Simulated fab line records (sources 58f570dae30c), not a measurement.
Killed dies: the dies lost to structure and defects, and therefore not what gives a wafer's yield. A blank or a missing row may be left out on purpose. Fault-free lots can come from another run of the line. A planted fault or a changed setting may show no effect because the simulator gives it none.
Split-lot experiment / flow berkeleyCmos170 / 23 wafers read across 5 lots, on a route 331 steps long

## ON THE SPLIT
At UCB170_CONTACT_CVD_01 (deposits PSG from SiH4/O2/PH3, target thk 700 nm, time 2820 s), the setting tempC was moved away from the recipe's 450 C on 20 of the 23 wafers read, by -2.2% to +2.6%. This setting was run at the recipe's value on the other wafers.

The file shows no step between the split and the reading.

## THE READING
CONTACT_PSG_THK (nm), taken at UCB170_CONTACT_THK_MEAS_02. Typical for fault-free wafers on this fab line: 701 nm, with standard deviation 4.3 nm.

wafer=L074.2; tool, chamber at the split=-, -; tempC as run, C=445.2; against the recipe=-1.1%; CONTACT_PSG_THK, nm=666; against lot-mates on the recipe=no lot-mate on the recipe
wafer=L074.3; tool, chamber at the split=-, -; tempC as run, C=445.2; against the recipe=-1.1%; CONTACT_PSG_THK, nm=668; against lot-mates on the recipe=no lot-mate on the recipe
wafer=L074.4; tool, chamber at the split=-, -; tempC as run, C=445.2; against the recipe=-1.1%; CONTACT_PSG_THK, nm=678; against lot-mates on the recipe=no lot-mate on the recipe
wafer=L074.5; tool, chamber at the split=-, -; tempC as run, C=445.2; against the recipe=-1.1%; CONTACT_PSG_THK, nm=672; against lot-mates on the recipe=no lot-mate on the recipe
wafer=L074.6; tool, chamber at the split=-, -; tempC as run, C=445.2; against the recipe=-1.1%; CONTACT_PSG_THK, nm=674; against lot-mates on the recipe=no lot-mate on the recipe
wafer=L075.2; tool, chamber at the split=-, -; tempC as run, C=440.1; against the recipe=-2.2%; CONTACT_PSG_THK, nm=638; against lot-mates on the recipe=no lot-mate on the recipe
wafer=L075.3; tool, chamber at the split=-, -; tempC as run, C=440.1; against the recipe=-2.2%; CONTACT_PSG_THK, nm=640; against lot-mates on the recipe=no lot-mate on the recipe
wafer=L075.4; tool, chamber at the split=-, -; tempC as run, C=440.1; against the recipe=-2.2%; CONTACT_PSG_THK, nm=645; against lot-mates on the recipe=no lot-mate on the recipe
wafer=L075.5; tool, chamber at the split=-, -; tempC as run, C=440.1; against the recipe=-2.2%; CONTACT_PSG_THK, nm=640; against lot-mates on the recipe=no lot-mate on the recipe
wafer=L075.6; tool, chamber at the split=-, -; tempC as run, C=440.1; against the recipe=-2.2%; CONTACT_PSG_THK, nm=645; against lot-mates on the recipe=no lot-mate on the recipe
wafer=L077.3; tool, chamber at the split=lpcvd-02, 0; tempC as run, C=450; against the recipe=recipe; CONTACT_PSG_THK, nm=698; against lot-mates on the recipe=-
wafer=L077.4; tool, chamber at the split=lpcvd-02, 0; tempC as run, C=450; against the recipe=recipe; CONTACT_PSG_THK, nm=700; against lot-mates on the recipe=-
wafer=L077.5; tool, chamber at the split=lpcvd-02, 0; tempC as run, C=450; against the recipe=recipe; CONTACT_PSG_THK, nm=705; against lot-mates on the recipe=-
wafer=L080.1; tool, chamber at the split=-, -; tempC as run, C=441.6; against the recipe=-1.9%; CONTACT_PSG_THK, nm=651; against lot-mates on the recipe=no lot-mate on the recipe
wafer=L080.2; tool, chamber at the split=-, -; tempC as run, C=441.6; against the recipe=-1.9%; CONTACT_PSG_THK, nm=648; against lot-mates on the recipe=no lot-mate on the recipe
wafer=L080.3; tool, chamber at the split=-, -; tempC as run, C=441.6; against the recipe=-1.9%; CONTACT_PSG_THK, nm=653; against lot-mates on the recipe=no lot-mate on the recipe
wafer=L080.4; tool, chamber at the split=-, -; tempC as run, C=441.6; against the recipe=-1.9%; CONTACT_PSG_THK, nm=651; against lot-mates on the recipe=no lot-mate on the recipe
wafer=L080.5; tool, chamber at the split=-, -; tempC as run, C=441.6; against the recipe=-1.9%; CONTACT_PSG_THK, nm=655; against lot-mates on the recipe=no lot-mate on the recipe
wafer=L082.1; tool, chamber at the split=-, -; tempC as run, C=461.7; against the recipe=+2.6%; CONTACT_PSG_THK, nm=785; against lot-mates on the recipe=no lot-mate on the recipe
wafer=L082.2; tool, chamber at the split=-, -; tempC as run, C=461.7; against the recipe=+2.6%; CONTACT_PSG_THK, nm=779; against lot-mates on the recipe=no lot-mate on the recipe
wafer=L082.3; tool, chamber at the split=-, -; tempC as run, C=461.7; against the recipe=+2.6%; CONTACT_PSG_THK, nm=786; against lot-mates on the recipe=no lot-mate on the recipe
wafer=L082.5; tool, chamber at the split=-, -; tempC as run, C=461.7; against the recipe=+2.6%; CONTACT_PSG_THK, nm=782; against lot-mates on the recipe=no lot-mate on the recipe
wafer=L082.6; tool, chamber at the split=-, -; tempC as run, C=461.7; against the recipe=+2.6%; CONTACT_PSG_THK, nm=781; against lot-mates on the recipe=no lot-mate on the recipe

THE FIT
A straight line over all 23 wafers: CONTACT_PSG_THK changes by +29.4 nm for each +1% of tempC; r = +1.00; the points scatter about the line by 3.9 nm.
Too few moved wafers have a lot-mate on the recipe to fit a line with each lot's own level taken away.

## THE WHOLE CHAIN: every reading that the file lists as answering this split, in the file's order
step=UCB170_CONTACT_CVD_01; what it does=deposits PSG from SiH4/O2/PH3, target thk 700 nm, time 2820 s; reading=PSG_of_CONTACT_CVD_01.thkNm (the simulator's own value, which no gauge read); change (the file's fit)=+29.4 nm for each +1% of the setting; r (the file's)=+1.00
step=UCB170_CONTACT_THK_MEAS_02; what it does=; reading=CONTACT_PSG_THK; change (the file's fit)=+29.3 for each +1% of the setting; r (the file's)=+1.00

## FILE'S OWN FIT
CONTACT_PSG_THK changes by +29.3 nm for each +1% of tempC, r = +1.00.
